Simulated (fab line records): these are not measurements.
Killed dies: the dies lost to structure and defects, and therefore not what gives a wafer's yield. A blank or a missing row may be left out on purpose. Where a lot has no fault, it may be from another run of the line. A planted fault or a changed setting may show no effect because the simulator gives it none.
Split-lot trial    flow ritCmos    23 wafers read from 5 lots, route of 202 steps

THE SPLIT ITSELF
At RIT_CONTACT_COAT_03 (resist thk 1000 nm), the setting resistThkNm was moved away from the recipe's 1000 nm on 12 of the 23 wafers read, by -5.2% to +5.8%. This setting was run at the recipe's value on the other wafers.

The reading is taken at the split's own step.

THE READING
NOVOLAK_of_CONTACT_COAT_03.thkNm (the simulator's own value, which no gauge read), in nm, at RIT_CONTACT_COAT_03 (resist thk 1000 nm). The file does not state a usual value for it. The 11 wafers here that ran the recipe average 1003.9 nm, standard deviation 3.4 nm.

wafer   tool, chamber at the split  resistThkNm as run, nm  against the recipe  NOVOLAK_of_CONTACT_COAT_03.thkNm, nm  against lot-mates on the recipe
L075.2  lithoTrack-02, 0            1038                    +3.8%               1051                                  +42.0
L075.3  lithoTrack-02, 0            1000                    recipe              1009                                  -
L075.4  lithoTrack-02, 0            1000                    recipe              1009                                  -
L075.5  lithoTrack-02, 0            1038                    +3.8%               1050                                  +41.0
L075.6  lithoTrack-02, 0            1038                    +3.8%               1048                                  +39.0
L074.1  lithoTrack-04, 0            1000                    recipe              1004                                  -
L074.2  lithoTrack-04, 0            1058                    +5.8%               1060                                  +57.0
L074.6  lithoTrack-04, 0            1058                    +5.8%               1060                                  +57.0
L074.3  lithoTrack-04, 0            1058                    +5.8%               1063                                  +60.0
L074.5  lithoTrack-04, 0            1000                    recipe              1002                                  -
L078.1  lithoTrack-01, 0            1000                    recipe              998                                   -
L078.4  lithoTrack-01, 0            1000                    recipe              1001                                  -
L078.5  lithoTrack-01, 0            1000                    recipe              999.6                                 -
L081.1  lithoTrack-01, 0            1000                    recipe              1006                                  -
L081.2  lithoTrack-01, 0            1000                    recipe              1006                                  -
L081.3  lithoTrack-01, 0            1050                    +5.0%               1055                                  +49.0
L081.4  lithoTrack-01, 0            1050                    +5.0%               1058                                  +52.0
L081.6  lithoTrack-01, 0            1050                    +5.0%               1057                                  +51.0
L083.1  lithoTrack-01, 0            1000                    recipe              1003                                  -
L083.2  lithoTrack-01, 0            1000                    recipe              1005                                  -
L083.3  lithoTrack-01, 0            948.1                   -5.2%               951.5                                 -52.5
L083.5  lithoTrack-01, 0            948.1                   -5.2%               951.4                                 -52.6
L083.6  lithoTrack-01, 0            948.1                   -5.2%               950.9                                 -53.1

THE FIT
A straight line over all 23 wafers: NOVOLAK_of_CONTACT_COAT_03.thkNm changes by +10.4 nm for each +1% of resistThkNm; r = +0.99; the points scatter about the line by 3.7 nm.
The same after taking each lot's own level away (the mean of its wafers on the recipe; 23 wafers): +10.2 nm for each +1%; r = +1.00; scatter 1.4 nm.
On that fit, the largest move of resistThkNm shifts the reading by 59 nm.
Measured against the standard deviation above, the lots' own levels, which go from 999.53 to 1009.00 nm, span 2.8 times it.
So the lot-to-lot level changes the slope little: the two slopes agree.
Check: for one of the wafers moved furthest among these (+5.8%), held out of the fit, the line's prediction against its lot-mates is +59.4 nm. Against them it came out at +57 nm.

THESE WAFERS: OTHER SPLITS
Note: prior to the reading, these wafers also went through further splits. Each is held against what the fit with the lots' levels taken away leaves over:
other split on the same wafers  wafers away from the commonest value  r with NOVOLAK_of_CONTACT_COAT_03.thkNm (lot level and that fit taken away)
RIT_PLDD_IMPLANT_08 energyKev   4                                     -0.33
RIT_PSD_IMPLANT_08 energyKev    7                                     +0.06
RIT_SDANNEAL_CLEAN_01 timeS     18                                    +0.04
RIT_SILICIDE_SPUTTER_01 powerW  9                                     -0.08

FILE'S OWN FIT
NOVOLAK_of_CONTACT_COAT_03.thkNm changes by +10.2 nm for each +1% of resistThkNm, r = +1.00.
